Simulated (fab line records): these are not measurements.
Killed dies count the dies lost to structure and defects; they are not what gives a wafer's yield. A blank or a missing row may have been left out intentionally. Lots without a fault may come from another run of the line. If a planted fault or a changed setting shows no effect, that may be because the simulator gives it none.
What tool caused it?	flow rit-cmos	14 lots, 42 wafers sampled, at 4 steps of a route of 202

== WHAT THE GAUGES READ, wafer by wafer ==
RIT_PRETRO_TW_MEAS_10.
lot	measured	on	PRETRO_TW
L872	day 2 08:49	film-metro-01	475 477 476
L873	day 2 14:52	film-metro-02	472 475 473
L874	day 2 19:26	film-metro-03	468 467 470
L875	day 3 00:41	film-metro-02	393 393 393
L876	day 3 05:38	film-metro-03	470 471 474
L877	day 3 09:20	film-metro-02	394 394 394
L882	day 4 12:24	film-metro-02	471 470 472
L884	day 4 22:20	film-metro-01	477 477 479
L886	day 5 09:51	film-metro-01	479 482 477
L888	day 5 18:58	film-metro-01	478 480 478
L890	day 6 02:12	film-metro-01	477 475 477
L891	day 6 10:05	film-metro-02	477 477 479
L894	day 6 22:43	film-metro-01	477 475 479
L895	day 7 06:09	film-metro-01	476 474 474

RIT_GATE_OVL_MEAS_17.
lot	measured	on	GATE_OVL (nm)
L872	day 2 13:32	overlay-01	-0.6 2.2 1.4
L873	day 2 21:40	overlay-01	1.2 1.1 0.4
L874	day 3 01:17	overlay-02	0.5 0.7 1.1
L875	day 3 10:27	overlay-01	2.0 1.9 2.1
L876	day 3 14:51	overlay-01	0.1 2.1 0.1
L877	day 3 16:34	overlay-02	0.4 2.9 1.0
L882	day 4 20:31	overlay-02	1.4 1.2 3.1
L884	day 5 06:45	overlay-02	0.5 -0.5 0.7
L886	day 5 16:41	overlay-01	2.3 2.3 1.2
L888	day 6 03:59	overlay-01	-0.3 0.4 0.7
L890	day 6 07:07	overlay-02	1.6 0.7 -0.5
L891	day 6 18:01	overlay-01	1.3 3.2 1.9
L894	day 7 03:53	overlay-01	0.1 2.6 1.7
L895	day 7 12:08	overlay-02	0.8 1.2 2.5

== TOOL THAT RAN EACH LOT (tool first, then ch and the chambers of the sampled wafers, then the start) ==
lot	RIT_PRETRO_IMPLANT_08	RIT_PRETRO_STRIP_09
L872	implanter-04 ch 0, day 2 08:31	plasma-asher-03 ch 0,1, day 2 08:38
L873	implanter-02 ch 0, day 2 14:34	plasma-asher-02 ch 0,1, day 2 14:41
L874	implanter-04 ch 0, day 2 19:07	plasma-asher-02 ch 0,1, day 2 19:14
L875	implanter-04 ch 0, day 3 00:23	plasma-asher-04 ch 0,1, day 3 00:30
L876	implanter-01 ch 0, day 3 05:20	plasma-asher-04 ch 0,1, day 3 05:29
L877	implanter-04 ch 0, day 3 09:02	plasma-asher-04 ch 0,1, day 3 09:09
L882	implanter-01 ch 0, day 4 12:05	plasma-asher-03 ch 0,1, day 4 12:14
L884	implanter-02 ch 0, day 4 22:02	plasma-asher-03 ch 0,1, day 4 22:12
L886	implanter-02 ch 0, day 5 09:34	plasma-asher-04 ch 0,1, day 5 09:43
L888	implanter-01 ch 0, day 5 18:38	plasma-asher-02 ch 0,1, day 5 18:47
L890	implanter-04 ch 0, day 6 01:53	plasma-asher-03 ch 0,1, day 6 02:02
L891	implanter-02 ch 0, day 6 09:46	plasma-asher-02 ch 0,1, day 6 09:55
L894	implanter-04 ch 0, day 6 22:24	plasma-asher-03 ch 0, day 6 22:32
L895	implanter-02 ch 0, day 7 05:52	plasma-asher-04 ch 0,1, day 7 06:01
- RIT_PRETRO_IMPLANT_08
- RIT_PRETRO_STRIP_09: strips in O2, time 180 s.

== AS READ BY THE TOOLS THEMSELVES (means over the sampled wafers that have a number; for cases with no such wafer, the mark the record gives instead) ==
RIT_PRETRO_IMPLANT_08.
lot	tool	dose-ions-cm2	faraday-current-uA
L872	implanter-04	1.1991e+13	38.4
L873	implanter-02	1.1998e+13	38.2
L874	implanter-04	1.2000e+13	38.1
L875	implanter-04	6.5887e+12	20.7
L876	implanter-01	1.2020e+13	38.6
L877	implanter-04	6.6080e+12	20.7
L882	implanter-01	1.1992e+13	38.2
L884	implanter-02	1.1988e+13	37.7
L886	implanter-02	1.2001e+13	38.2
L888	implanter-01	1.1997e+13	37.9
L890	implanter-04	1.1994e+13	38.2
L891	implanter-02	1.1998e+13	37.7
L894	implanter-04	1.2014e+13	38.8
L895	implanter-02	1.2002e+13	38.3

RIT_PRETRO_STRIP_09.
lot	tool	drypump-motor-current-A (A)
L872	plasma-asher-03	5.4
L873	plasma-asher-02	5.2
L874	plasma-asher-02	5.2
L875	plasma-asher-04	6.2
L876	plasma-asher-04	6.2
L877	plasma-asher-04	6.2
L882	plasma-asher-03	5.4
L884	plasma-asher-03	5.4
L886	plasma-asher-04	6.2
L888	plasma-asher-02	5.2
L890	plasma-asher-03	5.4
L891	plasma-asher-02	5.3
L894	plasma-asher-03	5.3
L895	plasma-asher-04	5.8

== THE ANSWER, worked out from the rows above alone ==
Rule: usual is defined by the lots themselves. The widest of any qualifying gaps counts: lots, ordered by their means at a reading, are off when they make up no more than a third of the lots, leave a main group of 4 or more, and stand apart from it by 3 or more times the standard deviation of that group's means. The tables above print the reading to a certain number of digits; a main group whose means all agree to those digits is not used. Also off: a lot with no number at a reading for which 4 or more lots have one. Any other lot the step has rows for is counted as sound. After the gauges, taken in route order, come the tools' own readings; for these a lot's mean is taken, as printed above. At the first step where some lot is off, the reading lying furthest off is the one used; lots without a number count as furthest.
Off: at RIT_PRETRO_TW_MEAS_10 (PRETRO_TW), L875, L877. The main group has a mean of 475 with a standard deviation of 3.3.
A tool fits if, at a process step before that reading, it ran every lot that is off, and no sound lot after the first of them. Not tried: the gauges at RIT_PRETRO_TW_MEAS_10; whatever is off there is also off at RIT_PRETRO_IMPLANT_08, on other tools, and gauge error can't account for it. Not one of the candidates tried fits.

== WHAT HAD BEEN PUT IN BY THE SIMULATOR ==
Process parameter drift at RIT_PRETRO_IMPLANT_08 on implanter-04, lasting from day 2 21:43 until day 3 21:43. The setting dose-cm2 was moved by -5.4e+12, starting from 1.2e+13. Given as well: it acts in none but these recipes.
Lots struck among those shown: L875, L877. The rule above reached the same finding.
